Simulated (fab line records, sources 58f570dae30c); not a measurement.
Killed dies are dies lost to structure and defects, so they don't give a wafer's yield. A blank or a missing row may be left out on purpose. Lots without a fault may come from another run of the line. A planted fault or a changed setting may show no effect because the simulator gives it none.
Problem report in the 8D (eight disciplines) form, filled by code | flow berkeley_cmos170 | the parts of the form that need people (team, actions taken, sign-off) are left out

1. THE PROBLEM
wafer_temp_C_max at UCB170_SILICIDE_RTA_04 reads a mean of 629.7 on 6 wafers of 2 lots; wafers without a fault read 654.6 with a standard deviation of 1.2. That is -21 standard deviations from the usual mean.
The step: time 15 s.
First seen on wafer L867.2, day 9 06:58, on rtp_anneal-01. The record holds 42 wafers of 14 lots with a number at this step. Rule for "out", or "out of limits": more than 4 standard deviations from the usual mean. The other wafers with a number count as sound.

2. WHAT IT IS AND WHAT IT IS NOT
question                    | is                     | is not
which readings at this step | wafer_temp_C_max       | lamp_power_pct
which lots                  | L867, L868             | L856, L857, L858, L859, L861, L862, L863, L865, L866, L869, L870, L877
which wafers of those lots  | all that have a number | -
read on which tools         | rtp_anneal-01          | rtp_anneal-02
when                        | from day 9 06:58       | up to then (27 sound wafers); but 9 sound wafers of L866, L870, L877 came after

3. SUSPECTS, AND WHAT RULES EACH OUT
Counting: a tool at a process step up to the reading stays a suspect if it ran every lot that is out and no sound lot after the first of them.
- rtp_anneal-01 at UCB170_SILICIDE_RTA_04 (time 15 s): kept. It ran every lot that is out, first L867 (day 9 06:58), and no sound lot after that; its last sound lot up to then is L869 (day 9 06:31). Its own readings are out on those wafers: wafer_temp_C_max.
Left after counting: rtp_anneal-01 at UCB170_SILICIDE_RTA_04.

4. THE CAUSE (what the simulator had put in)
Process parameter drift: rtp_anneal-01, from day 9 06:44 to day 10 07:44, at UCB170_SILICIDE_RTA_04. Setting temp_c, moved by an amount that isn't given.
Counting left only this tool.

5. THE CHAIN OF EFFECTS, in route order
Each row: a reading whose mean over the struck wafers that have a number lies more than 3 standard deviations from the usual. Only readings for which the record gives a usual standard deviation are gone through. hours: the time from each lot's start at the first step in this table that gives one to its start at this step, as a median over the lots. sigmas: the change in usual standard deviations.
hours | step                   | reading          | usual | on struck wafers | change | sigmas
0     | UCB170_SILICIDE_RTA_04 | wafer_temp_C_max | 654.6 | 629.7            | -24.9  | -21
The process steps in it:
- UCB170_SILICIDE_RTA_04: time 15 s.
Later measuring or inspecting steps at which every struck wafer that the step has a row for has a number for every such reading, and none has moved that far: UCB170_CONTACT_THK_MEAS_02, UCB170_CONTACT_CD_MEAS_15.

6. WHAT WOULD HAVE CAUGHT IT SOONER
In this record the first reading out of limits was taken at day 9 06:58, 0 hours after the fault began at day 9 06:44.
